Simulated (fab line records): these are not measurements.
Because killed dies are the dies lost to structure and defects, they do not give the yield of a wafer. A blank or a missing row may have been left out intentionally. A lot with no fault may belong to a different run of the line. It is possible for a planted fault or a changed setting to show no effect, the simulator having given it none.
Tool commonality check | flow berkeley-cmos170 | Lots sampled 13, wafers sampled 39

REASON IT WAS OPENED
Of 13 lots, 3 have the reading NVT_TW flagged at UCB170_NVT_TW_MEAS_09. No-fault wafers: 523, standard deviation 3.8.
Rule: a lot is flagged in two cases, either no wafer of it has a number, or all its wafers with numbers fall more than 4 standard deviations from that mean. As for the other lots, they are considered sound.

lot  | measured     | on            | NVT_TW, wafer by wafer | flag
L379 | day 6 11:06  | film-metro-03 | 518 520 516            |
L380 | day 6 21:06  | film-metro-03 | 515 518 515            |
L382 | day 6 21:18  | film-metro-01 | 524 524 522            |
L381 | day 6 21:27  | film-metro-03 | 518 518 516            |
L383 | day 7 07:59  | film-metro-03 | 517 519 518            |
L384 | day 8 03:50  | film-metro-01 | 524 522 524            |
L392 | day 9 18:54  | film-metro-03 | 550 548 551            | FLAGGED
L393 | day 9 19:08  | film-metro-04 | 560 558 558            | FLAGGED
L397 | day 10 22:48 | film-metro-01 | 524 524 523            |
L395 | day 10 22:53 | film-metro-04 | 556 554 561            | FLAGGED
L398 | day 11 11:00 | film-metro-01 | 527 533 529            |
L400 | day 11 11:33 | film-metro-04 | 525 528 526            |
L402 | day 12 03:22 | film-metro-04 | 525 527 527            |
The mean of the flagged lots' numbers is 555, +32 from the usual (+8 standard deviations).

LOT BY LOT: THE TOOL USED
The record keeps 1 process step preceding the reading, out of 331 steps on the route. Each cell gives the tool, then ch followed by the chambers the sampled wafers passed through, then the start.
lot  | flag    | UCB170_NVT_IMPLANT_07
L379 |         | implanter-04 ch 0, day 6 10:52
L380 |         | implanter-01 ch 0, day 6 20:52
L382 |         | implanter-04 ch 0, day 6 21:03
L381 |         | implanter-01 ch 0, day 6 21:14
L383 |         | implanter-02 ch 0, day 7 07:44
L384 |         | implanter-01 ch 0, day 8 03:37
L392 | FLAGGED | implanter-02 ch 0, day 9 18:39
L393 | FLAGGED | implanter-02 ch 0, day 9 18:54
L397 |         | implanter-01 ch 0, day 10 22:35
L395 | FLAGGED | implanter-02 ch 0, day 10 22:40
L398 |         | implanter-04 ch 0, day 11 10:46
L400 |         | implanter-01 ch 0, day 11 11:19
L402 |         | implanter-04 ch 0, day 12 03:07
What these steps do:
- UCB170_NVT_IMPLANT_07
- UCB170_NVT_TW_MEAS_09

FLAGGED OVER TOTAL, TOOL BY TOOL (the gauges that took the reading come last)
step                  | tool          | lots run | flagged | share of the flagged lots | sound lots run after its first flagged lot
UCB170_NVT_IMPLANT_07 | implanter-01  | 5        | 0       | none                      | -
UCB170_NVT_IMPLANT_07 | implanter-02  | 4        | 3       | all                       | 0
UCB170_NVT_IMPLANT_07 | implanter-04  | 4        | 0       | none                      | -
UCB170_NVT_TW_MEAS_09 | film-metro-01 | 4        | 0       | none                      | -
UCB170_NVT_TW_MEAS_09 | film-metro-03 | 5        | 1       | some                      | 0
UCB170_NVT_TW_MEAS_09 | film-metro-04 | 4        | 2       | some                      | 2 (L400,L402)

WHAT IS ALLOWED BY THE TABLE
1 row of the table ran every flagged lot: implanter-02 at UCB170_NVT_IMPLANT_07.
- implanter-02 at UCB170_NVT_IMPLANT_07: 3 of its 4 lots flagged. A fault beginning between L383 (day 7 07:44), its last sound lot, and L392 (day 9 18:39), its first flagged one, fits the data. Its own readings lie more than 4 standard deviations out on every wafer of the flagged lots: beam-on-s, end-station-pressure-torr, faraday-current-uA.
implanter-02 at UCB170_NVT_IMPLANT_07 is the single tool remaining.

WHAT WAS PUT IN BY THE SIMULATOR
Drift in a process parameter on implanter-02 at UCB170_NVT_IMPLANT_07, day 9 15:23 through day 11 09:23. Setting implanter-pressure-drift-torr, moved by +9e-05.
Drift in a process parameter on implanter-02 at UCB170_NVT_IMPLANT_07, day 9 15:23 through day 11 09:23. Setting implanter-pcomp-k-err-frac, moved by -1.
Lots struck among those shown: L392, L393, L395. Same finding as the rule above.
